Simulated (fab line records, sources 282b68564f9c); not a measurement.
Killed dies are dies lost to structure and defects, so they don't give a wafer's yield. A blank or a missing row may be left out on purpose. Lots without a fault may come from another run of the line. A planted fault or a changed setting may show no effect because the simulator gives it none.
fab line records | flow rit_cmos | part 2 of 2: steps 27 to 35 of 35
record lots=5 wafers=15 last_day=7
route steps=202 shown GATE@82 REOX@98 NLDD@103 PLDD@114
lots that met no fault: from a run of the same line without faults
start_h: hours from the record's first day to the start of the lot's first wafer shown | wait_h: hours since the lot's step before | " the same as in the row above | L1.1+2: a row that stands for several wafers | - no value, or no start given | * or withheld: withheld | < > ~ a bound
route shown NAME@n: a module of which the file shows steps, and the number in the route of the first | usual: mean/standard deviation of fault-free wafers | same: alike in all rows | chamber/n: place in a boat | sites: the reading at each site | _std_site: their standard deviation | _edge_site: outer sites' mean less inner sites' | radius_mm: how far each site lies from the wafer's centre | mask NAME#n: copy n | behind: the tool/chamber that last shaped the wafer | hold: why the lot was held/for how many hours/how that ended | device: the transistor (n, p or np) that didn't switch | end of line: the same wafers' tests at the end of the route | a step without rows: its recipe alone | killed: dies lost to structure and defects at the first sort, not the wafer's yield | map: a wafer's dies, x killed, . not, _ none there
set.NAME: the setting as run; set.NAME@STEP: as run at that earlier step | model.NAME: the simulator's own value behind a step, which no gauge read
lots at some steps of the route; a table a step, a row a wafer
services: from which hour (start_h, from the record's first day; less than 0 if before it) a tool's chamber was out of use, for how many hours, and why
## steps
# step RIT_NLDD_DEVELOP_05
# recipe resist=NOVOLAK develop_time_s=50 dev_temp_c=23
# usual chill_plate_temp_C=22.99/0.1 exhaust_pa=45.1/0.94
# columns lot.wafer tool chamber start_h wait_h chill_plate_temp_C exhaust_pa
L078.2 litho_track-03 0 - - 23.10 45.7
L078.4 " 0 " " 22.93 46.3
L078.6 " 0 " " 22.96 44.8
L084.1 litho_track-02 0 - - 22.99 45.7
L084.2 " 0 " " 22.90 44.9
L084.3 " 0 " " 22.99 46.1
L087.1 litho_track-04 0 - - 22.99 45.2
L087.4 " 0 " " 23.06 45.1
L087.6 " 0 " " 23.09 45.8
L091.2 litho_track-03 0 - - 22.98 46.3
L091.5 " 0 " " 22.97 45.8
L091.6 " 0 " " 23.12 45.3
L095.2 litho_track-04 0 - - 22.93 45.6
L095.3 " 0 " " 22.99 44.9
L095.4 " 0 " " 22.92 45.6
# step RIT_NLDD_OVL_MEAS_06
# usual NLDD_OVL=-0.1/1.5
# columns lot.wafer tool chamber start_h wait_h NLDD_OVL[nm]
L078.2 overlay-01 - 63.81 - 1.5
L078.4 " - " " 0.1
L078.6 " - " " 1.0
L084.1 overlay-01 - 92.48 - -0.5
L084.2 " - " " 1.7
L084.3 " - " " -0.3
L087.1 overlay-01 - 112.66 - -0.9
L087.4 " - " " -0.5
L087.6 " - " " -1.5
L091.2 overlay-01 - 133.23 - -3.1
L091.5 " - " " -3.7
L091.6 " - " " -1.2
L095.2 overlay-01 - 151.80 - -1.2
L095.3 " - " " 0.4
L095.4 " - " " 0.7
# step RIT_NLDD_HARDBAKE_07
# recipe resist=NOVOLAK temp_c=140.7 time_s=60
# usual chill_plate_temp_C=23.00/0.11 exhaust_pa=45.0/1
# columns lot.wafer tool chamber start_h wait_h chill_plate_temp_C exhaust_pa
L078.2 litho_track-04 0 63.86 0.0 22.96 44.5
L078.4 " 0 " " 23.07 44.9
L078.6 " 0 " " 23.10 44.4
L084.1 litho_track-02 0 92.52 0.0 23.05 44.7
L084.2 " 0 " " 23.10 44.3
L084.3 " 0 " " 22.93 43.8
L087.1 litho_track-03 0 112.70 0.0 23.00 45.4
L087.4 " 0 " " 23.14 44.7
L087.6 " 0 " " 23.12 46.9
L091.2 litho_track-04 0 133.28 0.0 22.93 45.2
L091.5 " 0 " " 22.98 45.9
L091.6 " 0 " " 22.78 46.1
L095.2 litho_track-03 0 151.85 0.0 22.92 44.9
L095.3 " 0 " " 22.87 44.7
L095.4 " 0 " " 22.78 44.1
# step RIT_NLDD_IMPLANT_08
# recipe species=P energy_kev=20 dose_cm2=5e+14 tilt_deg=7
# same implant_ion_amu=31
# columns lot.wafer tool chamber start_h wait_h
L078.2+4+6 implanter-04 0 64.01 0.1
L084.1+2+3 implanter-04 0 92.67 0.1
L087.1+4+6 implanter-04 0 112.85 0.1
L091.2+5+6 implanter-01 0 133.43 0.1
L095.2+3+4 implanter-01 0 152.00 0.1
# step RIT_NLDD_STRIP_09
# recipe chemistry=O2 time_s=180 resist=NOVOLAK platen_temp_c=withheld power_w=500 pressure_mtorr=4000 o2_flow_sccm=4000
# usual drypump_motor_current_A=5.9/0.7
# columns lot.wafer tool chamber start_h wait_h drypump_motor_current_A rf_hours_counter_h
L078.2 plasma_asher-02 0 64.14 0.1 4.6 42
L078.4 " 1 " " 6.4 -
L078.6 " 1 " " 6.4 -
L084.1 plasma_asher-02 1 92.82 0.1 6.4 45
L084.2 " 0 " " 4.6 45
L084.3 " 0 " " 4.6 -
L087.1 plasma_asher-01 0 113.00 0.1 6.6 47
L087.4 " 1 " " 6.0 -
L087.6 " 1 " " 6.0 -
L091.2 plasma_asher-01 1 133.56 0.1 6.0 50
L091.5 " 0 " " 6.6 -
L091.6 " 1 " " 6.1 -
L095.2 plasma_asher-02 0 152.13 0.1 4.6 4
L095.3 " 1 " " 6.4 -
L095.4 " 0 " " 4.6 -
# step RIT_NLDD_TW_MEAS_10
# usual NLDD_TW=2489/19
# columns lot.wafer tool chamber start_h wait_h NLDD_TW
L078.2 film_metro-03 - 64.32 0.1 2467
L078.4 " - " " 2474
L078.6 " - " " 2470
L084.1 film_metro-01 - 92.99 0.1 2499
L084.2 " - " " 2493
L084.3 " - " " 2489
L087.1 film_metro-02 - 113.17 0.1 2498
L087.4 " - " " 2501
L087.6 " - " " 2506
L091.2 film_metro-02 - 133.74 0.1 2517
L091.5 " - " " 2506
L091.6 " - " " 2518
L095.2 film_metro-03 - 152.31 0.1 2479
L095.3 " - " " 2477
L095.4 " - " " 2452
# step RIT_PLDD_HMDS_00
# recipe prime_time_s=60 prime_temp_c=140
# usual chill_plate_temp_C=22.99/0.11 exhaust_pa=45.1/1
# same prime_time_s=60
# columns lot.wafer tool chamber start_h wait_h chill_plate_temp_C exhaust_pa
L078.2 litho_track-04 0 64.40 0.1 22.91 44.1
L078.4 " 0 " " 22.88 45.3
L078.6 " 0 " " 22.83 46.6
L084.1 litho_track-04 0 93.05 0.1 22.71 45.6
L084.2 " 0 " " 22.93 44.2
L084.3 " 0 " " 22.88 45.2
L087.1 litho_track-04 0 113.23 0.1 22.88 46.2
L087.4 " 0 " " 23.07 46.5
L087.6 " 0 " " 22.84 45.3
L091.2 litho_track-01 0 133.82 0.1 22.99 46.3
L091.5 " 0 " " 23.02 45.3
L091.6 " 0 " " 22.99 45.0
L095.2 litho_track-01 0 152.39 0.1 22.87 45.3
L095.3 " 0 " " 22.89 44.2
L095.4 " 0 " " 23.10 43.9
# step RIT_PLDD_COAT_01
# recipe resist=NOVOLAK spin_rpm=3250 resist_thk_nm=1000
# usual chill_plate_temp_C=22.99/0.096 exhaust_pa=45.0/1.1 spin_speed_rpm=3250.0/2
# columns lot.wafer tool chamber start_h wait_h chill_plate_temp_C exhaust_pa spin_speed_rpm
L078.2 litho_track-04 0 64.55 0.1 23.06 46.0 3251.1
L078.4 " 0 " " 23.10 44.6 3250.6
L078.6 " 0 " " 23.11 44.8 3247.1
L084.1 litho_track-04 0 93.20 0.1 23.06 45.9 3247.9
L084.2 " 0 " " 22.99 44.9 3252.9
L084.3 " 0 " " 22.98 45.2 3251.1
L087.1 litho_track-04 0 113.38 0.1 22.81 45.4 3251.7
L087.4 " 0 " " 22.89 46.7 3249.2
L087.6 " 0 " " 22.93 46.1 3249.7
L091.2 litho_track-01 0 133.97 0.1 22.89 43.1 3248.6
L091.5 " 0 " " 22.98 44.5 3246.9
L091.6 " 0 " " 22.86 44.3 3249.1
L095.2 litho_track-01 0 152.54 0.1 22.88 44.5 3250.3
L095.3 " 0 " " 22.97 45.3 3251.5
L095.4 " 0 " " 22.90 44.9 3252.7
# step RIT_PLDD_SOFTBAKE_02
# recipe resist=NOVOLAK temp_c=90 time_s=60
# usual chill_plate_temp_C=23.01/0.095 exhaust_pa=45.2/0.92
# columns lot.wafer tool chamber start_h wait_h chill_plate_temp_C exhaust_pa
L078.2 litho_track-04 0 64.70 0.1 23.11 44.5
L078.4 " 0 " " 22.97 44.5
L078.6 " 0 " " 22.89 45.4
L084.1 litho_track-04 0 93.35 0.1 23.09 46.5
L084.2 " 0 " " 22.91 46.1
L084.3 " 0 " " 23.22 43.6
L087.1 litho_track-04 0 113.53 0.1 23.09 44.8
L087.4 " 0 " " 23.13 46.3
L087.6 " 0 " " 22.87 45.1
L091.2 litho_track-01 0 134.12 0.1 23.09 46.4
L091.5 " 0 " " 22.97 44.3
L091.6 " 0 " " 23.01 45.9
L095.2 litho_track-01 0 152.69 0.1 23.06 45.2
L095.3 " 0 " " 23.14 46.0
L095.4 " 0 " " 22.93 46.1
## services
# columns tool chamber start_h hours kind
furnace-01 - 34.11 3.3 pm
rie_si-01 0 41.28 4.1 repair
rie_si-02 0 45.85 2.5 repair
plasma_asher-04 - 52.09 2.0 repair
plasma_asher-04 - 81.01 2.8 pm
implanter-01 - 95.58 6.2 repair
rie_si-01 3 102.13 - clean
rie_si-01 3 102.13 14.0 scheduled_down
rie_si-01 3 102.13 14.0 vent_cycle
plasma_asher-02 - 108.75 9.0 pm
plasma_asher-02 0 108.75 9.0 vent_cycle
plasma_asher-02 1 108.75 9.0 vent_cycle
iline_stepper-02 - 110.15 1.7 pm
plasma_asher-03 - 111.20 2.5 repair
iline_stepper-01 - 113.32 1.7 pm
plasma_asher-02 0 117.75 - clean
plasma_asher-02 1 117.75 - clean
iline_stepper-02 - 119.40 11.1 repair
implanter-04 - 139.22 2.9 pm
lpcvd-01 - 142.85 0.6 repair
furnace-03 - 145.44 2.9 pm
implanter-01 - 152.39 2.3 repair
